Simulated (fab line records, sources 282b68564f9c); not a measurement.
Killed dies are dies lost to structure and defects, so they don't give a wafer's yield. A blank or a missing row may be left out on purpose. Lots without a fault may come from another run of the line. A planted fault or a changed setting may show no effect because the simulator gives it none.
fab line records | flow rit_cmos
record lots=5 wafers=15 last_day=7
route steps=202 shown REOX@100 NLDD@103 PLDD@114 M1@202
lots that met no fault: from a run of the same line without faults
start_h: hours from the record's first day to the start of the lot's first wafer shown | wait_h: hours since the lot's step before | " the same as in the row above | L1.1+2: a row that stands for several wafers | - no value, or no start given | * or withheld: withheld | < > ~ a bound
route shown NAME@n: a module of which the file shows steps, and the number in the route of the first | usual: mean/standard deviation of fault-free wafers | same: alike in all rows | chamber/n: place in a boat | sites: the reading at each site | _std_site: their standard deviation | _edge_site: outer sites' mean less inner sites' | radius_mm: how far each site lies from the wafer's centre | mask NAME#n: copy n | behind: the tool/chamber that last shaped the wafer | hold: why the lot was held/for how many hours/how that ended | device: the transistor (n, p or np) that didn't switch | end of line: the same wafers' tests at the end of the route | a step without rows: its recipe alone | killed: dies lost to structure and defects at the first sort, not the wafer's yield | map: a wafer's dies, x killed, . not, _ none there
set.NAME: the setting as run; set.NAME@STEP: as run at that earlier step | model.NAME: the simulator's own value behind a step, which no gauge read
lots at some steps of the route; a table a step, a row a wafer
services: from which hour (start_h, from the record's first day; less than 0 if before it) a tool's chamber was out of use, for how many hours, and why
## steps
# step RIT_REOX_CLEAN_02
# recipe chemistry=SC2 mix=3:3:50 time_s=600 temp_c=75 dry=n2_spin
# step RIT_REOX_OXIDATION_03
# recipe temp_c=900 ambient=O2 target_thk_a=252 ox_time_s=5580
# step RIT_REOX_THK_MEAS_04
# recipe reads=SiO2_of_REOX_OXIDATION_03
# usual REOX_OXIDE_THK=25.3/0.35
# columns lot.wafer tool chamber start_h wait_h REOX_OXIDE_THK[nm]
L344.3 film_metro-03 - 50.18 0.0 25.3
L344.4 " - " " 25.2
L344.5 " - " " 25.0
L346.1 film_metro-01 - 61.67 0.0 25.5
L346.3 " - " " 25.2
L346.6 " - " " 25.2
L352.1 film_metro-04 - 89.68 0.0 24.8
L352.4 " - " " 25.4
L352.6 " - " " 25.3
L359.1 film_metro-04 - 125.97 0.0 25.7
L359.2 " - " " 25.5
L359.3 " - " " 25.3
L364.1 film_metro-04 - 150.44 0.0 25.6
L364.2 " - " " 25.4
L364.3 " - " " 25.2
# step RIT_NLDD_HMDS_00
# recipe prime_time_s=60 prime_temp_c=140
# step RIT_NLDD_COAT_01
# recipe resist=NOVOLAK spin_rpm=3250 resist_thk_nm=1000
# step RIT_NLDD_SOFTBAKE_02
# recipe resist=NOVOLAK temp_c=90 time_s=60
# step RIT_NLDD_EXPOSE_03
# recipe mask_id=M7 na=0.57 target_cd_nm=40700 dose_mj=250
# step RIT_NLDD_PEB_04
# recipe resist=NOVOLAK temp_c=withheld time_s=withheld
# step RIT_NLDD_DEVELOP_05
# recipe resist=NOVOLAK develop_time_s=50 dev_temp_c=23
# step RIT_NLDD_OVL_MEAS_06
# usual NLDD_OVL=0.1/1.5
# columns lot.wafer tool chamber start_h wait_h NLDD_OVL[nm]
L344.3 overlay-02 - 51.08 - 0.8
L344.4 " - " " 0.4
L344.5 " - " " 0.4
L346.1 overlay-01 - 62.63 - 1.2
L346.3 " - " " 0.8
L346.6 " - " " 2.0
L352.1 overlay-02 - 90.72 - 0.2
L352.4 " - " " 1.1
L352.6 " - " " 1.0
L359.1 overlay-02 - 127.09 - -1.1
L359.2 " - " " -2.5
L359.3 " - " " -2.7
L364.1 overlay-01 - 151.49 - 0.7
L364.2 " - " " 1.7
L364.3 " - " " 1.5
# step RIT_NLDD_HARDBAKE_07
# recipe resist=NOVOLAK temp_c=140 time_s=60
# step RIT_NLDD_IMPLANT_08
# recipe species=P energy_kev=20 dose_cm2=4.967e+14 tilt_deg=7
# step RIT_NLDD_STRIP_09
# recipe chemistry=O2 time_s=180 resist=NOVOLAK platen_temp_c=withheld power_w=500 pressure_mtorr=4000 o2_flow_sccm=4000
# usual drypump_motor_current_A=5.6/0.44 run_length_s=208.2/0.34
# columns lot.wafer tool chamber start_h wait_h drypump_motor_current_A rf_hours_counter_h run_length_s model.NOVOLAK_of_NLDD_COAT_01.thk_nm
L344.3 plasma_asher-01 0 51.47 0.1 6.3 - 207.8 0
L344.4 " 1 " " 5.2 - 208.5 0
L344.5 " 0 " " 6.3 - 207.7 0
L346.1 plasma_asher-02 1 62.97 0.1 4.8 27 208.3 0
L346.3 " 0 " " 5.4 - 207.7 0
L346.6 " 1 " " 4.8 - 208.4 0
L352.1 plasma_asher-03 0 91.05 0.1 5.5 45 208.2 0
L352.4 " 1 " " 5.9 - 208.1 0
L352.6 " 0 " " 5.5 - 208.3 0
L359.1 plasma_asher-03 1 127.43 0.1 6.0 1 72.1 151.4
L359.2 " 0 " " 5.5 1 72.1 151.3
L359.3 " 0 " " 5.5 - 72.1 152
L364.1 plasma_asher-01 0 151.98 0.1 6.3 52 207.7 0
L364.2 " 1 " " 5.2 52 208.7 0
L364.3 " 0 " " 6.3 - 207.6 0
# step RIT_NLDD_TW_MEAS_10
# usual NLDD_TW=2497/14
# columns lot.wafer tool chamber start_h wait_h NLDD_TW
L344.3 film_metro-01 - 51.60 0.1 2501
L344.4 " - " " 2508
L344.5 " - " " 2511
L346.1 film_metro-01 - 63.14 0.1 2506
L346.3 " - " " 2505
L346.6 " - " " 2497
L352.1 film_metro-02 - 91.23 0.1 2505
L352.4 " - " " 2496
L352.6 " - " " 2512
L359.1 film_metro-04 - 127.60 0.1 2488
L359.2 " - " " 2482
L359.3 " - " " 2484
L364.1 film_metro-04 - 152.15 0.1 2475
L364.2 " - " " 2473
L364.3 " - " " 2479
# step RIT_PLDD_HMDS_00
# recipe prime_time_s=60 prime_temp_c=140
# step RIT_PLDD_COAT_01
# recipe resist=NOVOLAK spin_rpm=3250 resist_thk_nm=1000
# step RIT_PLDD_SOFTBAKE_02
# recipe resist=NOVOLAK temp_c=90 time_s=60
# step RIT_PLDD_EXPOSE_03
# recipe mask_id=M8 na=0.57 target_cd_nm=40900 dose_mj=250
# step RIT_PLDD_PEB_04
# recipe resist=NOVOLAK temp_c=withheld time_s=withheld
# step RIT_PLDD_DEVELOP_05
# recipe resist=NOVOLAK develop_time_s=50 dev_temp_c=23
# step RIT_PLDD_OVL_MEAS_06
# usual PLDD_OVL=0.6/1.3
# columns lot.wafer tool chamber start_h wait_h PLDD_OVL[nm]
L344.3 overlay-01 - 52.63 - 1.4
L344.4 " - " " 0.4
L344.5 " - " " 0.8
L346.1 overlay-02 - 64.26 - 3.0
L346.3 " - " " 2.8
L346.6 " - " " 2.5
L352.1 overlay-01 - 92.14 - 1.1
L352.4 " - " " 1.8
L352.6 " - " " 3.1
L359.1 overlay-01 - 128.64 - 0.4
L359.2 " - " " -0.6
L359.3 " - " " -0.6
L364.1 overlay-02 - 153.06 - -0.4
L364.2 " - " " -1.4
L364.3 " - " " -1.2
# step RIT_PLDD_HARDBAKE_07
# recipe resist=NOVOLAK temp_c=140 time_s=60
# step RIT_PLDD_IMPLANT_08
# recipe species=BF2 energy_kev=20 dose_cm2=8.841e+14 tilt_deg=7
# step RIT_PLDD_STRIP_09
# recipe chemistry=O2 time_s=180 resist=NOVOLAK platen_temp_c=withheld power_w=500 pressure_mtorr=4000 o2_flow_sccm=4000
# usual drypump_motor_current_A=5.6/0.36 run_length_s=208.39/0.29
# columns lot.wafer tool chamber start_h wait_h drypump_motor_current_A rf_hours_counter_h run_length_s
L344.3 plasma_asher-04 0 53.01 0.1 5.4 - 208.36
L344.4 " 1 " " 5.0 - 208.39
L344.5 " 1 " " 5.1 - 208.29
L346.1 plasma_asher-03 0 64.60 0.1 5.5 42 208.52
L346.3 " 0 " " 5.5 - 208.26
L346.6 " 0 " " 5.5 - 208.30
L352.1 plasma_asher-03 1 92.47 0.1 6.0 45 208.16
L352.4 " 0 " " 5.5 - 208.29
L352.6 " 0 " " 5.5 - 208.47
L359.1 plasma_asher-01 1 129.23 0.1 5.2 50 208.25
L359.2 " 0 " " 6.3 50 207.51
L359.3 " 1 " " 5.2 - 208.53
L364.1 plasma_asher-03 0 153.40 0.1 5.5 4 208.41
L364.2 " 1 " " 6.0 4 208.58
L364.3 " 0 " " 5.5 - 208.56
# step RIT_PLDD_TW_MEAS_10
# usual PLDD_TW=2347/12
# columns lot.wafer tool chamber start_h wait_h hold PLDD_TW
L344.3 film_metro-02 - 53.15 0.1 - 2323
L344.4 " - " " - 2341
L344.5 " - " " - 2341
L346.1 film_metro-04 - 64.77 0.1 - 2375
L346.3 " - " " - 2365
L346.6 " - " " - 2347
L352.1 film_metro-01 - 92.65 0.1 - 2362
L352.4 " - " " - 2351
L352.6 " - " " - 2360
L359.1 film_metro-01 - 129.40 0.1 await_dispo/0.2h/release 30
L359.2 " - " " await_dispo/0.2h/release 30
L359.3 " - " " await_dispo/0.2h/release 30
L359.1 film_metro-01 - 129.63 0.2 - 30
L359.2 " - " " - 30
L359.3 " - " " - 30
L364.1 film_metro-01 - 153.57 0.1 - 2357
L364.2 " - " " - 2364
L364.3 " - " " - 2358
# step RIT_M1_PROBE_99
# usual defect_limited_yield=97.5/1.1 killed_at_contacts=0.1/0.35 killed_at_front_end=6.6/2.7 killed_dies=6.7/2.8 killed_open=3.4/2.1 killed_short=3.3/1.8 sort_bin_3_pad_short=0.1/0.21 sort_bin_5_function=1.4/0.79 sort_bin_6_memory=1.0/0.58 sort_n_pass=257.3/2.8 sort_yield_pct=97.5/1.1
# same gross_dies=264 killed_at_M0_to_M3=0 killed_at_M4_up=0 killed_at_back_side=0 killed_at_other=0
# columns lot.wafer tool chamber start_h wait_h defect_limited_yield[%] killed_at_contacts killed_at_front_end killed_dies killed_open killed_short sort_bin_3_pad_short[%] sort_bin_5_function[%] sort_bin_6_memory[%] sort_n_pass sort_yield_pct[%]
L346.1 prober-02 - 78.45 0.1 96.6 1 8 9 4 5 0 1.9 1.5 255.0 96.6
L346.3 prober-02 - 78.55 0.2 95.1 0 13 13 8 5 0.8 2.3 1.9 251.0 95.1
L346.6 prober-02 - 78.70 0.2 98.1 0 5 5 2 3 0.8 0.8 0.4 259.0 98.1
L352.1 prober-02 - 106.41 0.1 98.9 0 3 3 0 3 0 0.4 0.8 261.0 98.9
L352.4 prober-02 - 106.56 0.2 97.0 0 8 8 2 6 0 2.3 0.8 256.0 97.0
L352.6 prober-02 - 106.66 0.2 97.3 0 7 7 2 5 0 1.5 1.1 257.0 97.3
L364.1 prober-02 - 169.89 0.1 97.0 0 8 8 6 2 0.4 1.5 1.1 256.0 97.0
L364.2 prober-02 - 169.94 0.1 98.1 0 5 5 4 1 0 0.4 1.5 259.0 98.1
L364.3 prober-02 - 169.99 0.2 98.1 0 5 5 2 3 0.8 0.8 0.4 259.0 98.1
# killed by level:class
L346.1 GATE:geometric_particle:open=2 REOX:geometric_particle:open=2 FOX2:geometric_particle:short=1 GATE:geometric_particle:short=1 REOX:geometric_particle:short=1 SPACER:geometric_particle:short=1 CONTACT:geometric_particle:short=1
L346.3 GATE:geometric_particle:open=5 GATE:geometric_particle:short=3 SILICIDE:geometric_particle:open=2 FOX1:geometric_particle:open=1 FOX2:geometric_particle:short=1 SILICIDE:geometric_particle:short=1
L346.6 GATE:geometric_particle:short=3 GATE:geometric_particle:open=1 SILICIDE:geometric_particle:open=1
L352.1 ACTIVE:geometric_particle:short=1 GATE:geometric_particle:short=1 SPACER:geometric_particle:short=1
L352.4 SPACER:geometric_particle:short=3 FOX1:geometric_particle:open=1 FOX2:geometric_particle:short=1 GATE:geometric_particle:open=1 GATE:geometric_particle:short=1 REOX:geometric_particle:short=1
L352.6 GATE:geometric_particle:short=3 FOX2:geometric_particle:short=1 FOX2:geometric_particle:open=1 REOX:geometric_particle:short=1 REOX:geometric_particle:open=1
L364.1 FOX2:geometric_particle:open=2 GATE:geometric_particle:open=2 FOX2:geometric_particle:short=1 GATE:geometric_particle:short=1 SPACER:geometric_particle:open=1 SILICIDE:geometric_particle:open=1
L364.2 GATE:geometric_particle:open=2 FOX2:geometric_particle:open=1 SPACER:geometric_particle:open=1 SILICIDE:geometric_particle:short=1
L364.3 GATE:geometric_particle:open=2 FOX1:geometric_particle:short=1 GATE:geometric_particle:short=1 SILICIDE:geometric_particle:short=1
## services
# columns tool chamber start_h hours kind
plasma_asher-02 - 29.96 0.8 repair
plasma_asher-01 - 102.22 7.6 repair
plasma_asher-03 - 108.75 9.0 pm
plasma_asher-03 0 108.75 9.0 vent_cycle
plasma_asher-03 1 108.75 9.0 vent_cycle
plasma_asher-03 0 117.75 - clean
plasma_asher-03 1 117.75 - clean
plasma_asher-03 - 150.44 2.8 pm
## key
first_sign step=RIT_NLDD_STRIP_09 reading=run_length_s direction=down sigmas=99+ usual=* struck=*
effect step=RIT_PLDD_TW_MEAS_10 reading=visit direction=added
effect step=RIT_PLDD_TW_MEAS_10 reading=PLDD_TW direction=down sigmas=99+ usual=2347 struck=30
model_effect step=RIT_NLDD_STRIP_09 value=NOVOLAK_of_NLDD_COAT_01.thk_nm without=0 struck=151.6
met_at RIT_NLDD_STRIP_09
struck_wafers L359.1,L359.2,L359.3
scrapped_behind RIT_PLDD_TW_MEAS_10 L359.1,L359.2,L359.3
onset_between 91.05 127.43
earlier_fault kind=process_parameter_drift tool=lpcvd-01 chamber=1 onset_h=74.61 steps=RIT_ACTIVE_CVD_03 channel=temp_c offset=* shape=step end_h=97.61 acts_in=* stated=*
fault kind=strip_aborted tool=plasma_asher-03 chamber=- onset_h=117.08 steps=RIT_NLDD_STRIP_09 offset=0.6 end_h=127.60
